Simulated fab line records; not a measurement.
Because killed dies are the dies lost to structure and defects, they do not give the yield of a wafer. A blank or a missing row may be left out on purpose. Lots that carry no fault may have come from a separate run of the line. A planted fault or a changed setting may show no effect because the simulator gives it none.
What tool caused it?	flow rit_cmos	42 wafers from 14 lots sampled at 2 of the route's 202 steps

## WHAT THE GAUGES SHOWED, per wafer
No reading from a measuring or inspecting step in the record can be judged against a usual standard deviation.

## WHICH TOOL RAN EACH LOT (tool, then ch and the chambers of the sampled wafers, then the start)
lot	RIT_PLDD_STRIP_09	RIT_M1_PROBE_99
L724	plasma_asher-04 ch 0,1, day 3 00:57	-
L726	plasma_asher-01 ch 0,1, day 3 10:50	-
L727	plasma_asher-01 ch 0,1, day 3 17:23	prober-02, day 4 07:20
L728	plasma_asher-01 ch 0,1, day 4 00:31	-
L731	plasma_asher-02 ch 0,1, day 4 07:18	-
L732	plasma_asher-01 ch 0,1, day 4 11:49	-
L733	plasma_asher-02 ch 0,1, day 4 18:12	-
L734	plasma_asher-04 ch 0,1, day 5 01:20	-
L739	plasma_asher-04 ch 0,1, day 5 23:23	-
L740	plasma_asher-02 ch 0,1, day 6 04:19	prober-01, day 6 18:43
L743	plasma_asher-02 ch 1, day 6 18:50	prober-02, day 7 08:34
L744	plasma_asher-01 ch 0,1, day 7 00:09	prober-01, day 7 14:43
L746	plasma_asher-04 ch 0,1, day 7 10:46	prober-01, day 8 00:45
L747	plasma_asher-01 ch 0,1, day 7 14:44	-
- RIT_PLDD_STRIP_09: strips in O2, time 180 s.
- RIT_M1_PROBE_99

## AS READ BY THE TOOLS THEMSELVES (means over the sampled wafers that have a number; for cases with no such wafer, the mark the record gives instead)
RIT_PLDD_STRIP_09. Usual: drypump_motor_current_A 6.1 A, standard deviation 0.47; o2_flow_sccm 3999 sccm, standard deviation 11.
lot	tool	drypump_motor_current_A (A)	o2_flow_sccm (sccm)	flag
L724	plasma_asher-04	5.4	4009	
L726	plasma_asher-01	6.4	3997	
L727	plasma_asher-01	6.1	4014	
L728	plasma_asher-01	6.4	3987	
L731	plasma_asher-02	6.1	4003	
L732	plasma_asher-01	6.4	4000	
L733	plasma_asher-02	6.4	3997	
L734	plasma_asher-04	5.4	3994	
L739	plasma_asher-04	5.6	3999	
L740	plasma_asher-02	6.2	2659	OFF
L743	plasma_asher-02	5.9	2011	OFF
L744	plasma_asher-01	6.1	3991	
L746	plasma_asher-04	5.6	3995	
L747	plasma_asher-01	6.1	3995	

RIT_M1_PROBE_99. Usual: killed_at_M0_to_M3 0.0, standard deviation 0.2; killed_at_contacts 0.2, standard deviation 0.38; killed_at_front_end 6.7, standard deviation 3; killed_dies 6.9, standard deviation 3; killed_open 3.5, standard deviation 1.9; killed_short 3.3, standard deviation 2.
lot	tool	killed_at_M0_to_M3	killed_at_contacts	killed_at_front_end	killed_dies	killed_open	killed_short	flag
L727	prober-02	0.0	0.0	7.7	7.7	5.0	2.7	
L740	prober-01	0.0	0.0	5.7	5.7	3.3	2.3	
L743	prober-02	0.0	0.3	6.3	6.7	4.0	2.7	
L744	prober-01	0.0	0.3	6.3	6.7	3.3	3.3	
L746	prober-01	0.0	0.7	5.0	5.7	2.3	3.0	

## THE ANSWER, worked out from the rows above alone
Rule: a lot counts as off when the mean over its wafers that have a number is more than 3 standard deviations away from the usual mean. A lot without any number at a reading at which 4 lots or more have one is off too. The other lots that the step has rows for count as sound. The gauges are gone through in route order, then the tools' own readings, and for those a lot's mean is taken as printed above. The first step at which some lot is off is used, and at that step the reading that is off furthest; a lot without a number counts as furthest.
Off at RIT_PLDD_STRIP_09 (o2_flow_sccm): L740, L743.
A tool fits if, at that step or a process step before it, it ran every lot that is off, and no sound lot after the first of them. One fits: RIT_PLDD_STRIP_09 on plasma_asher-02. Its last sound lot is L733 (day 4 18:12), its first lot that is off L740 (day 6 04:19): a fault that began between those two fits.
On the lots that are off, the tool's own readings at RIT_PLDD_STRIP_09 differ by more than 5 times the standard deviation of the sound lots' means, which bears it out; o2_flow_sccm reads 2335 sccm there versus 3998 sccm on the sound lots.

## WHAT HAD BEEN PUT IN BY THE SIMULATOR
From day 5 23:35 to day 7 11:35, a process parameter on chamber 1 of plasma_asher-02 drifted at RIT_PLDD_STRIP_09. The setting o2_flow_sccm was moved by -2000, starting from 4000. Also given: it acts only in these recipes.
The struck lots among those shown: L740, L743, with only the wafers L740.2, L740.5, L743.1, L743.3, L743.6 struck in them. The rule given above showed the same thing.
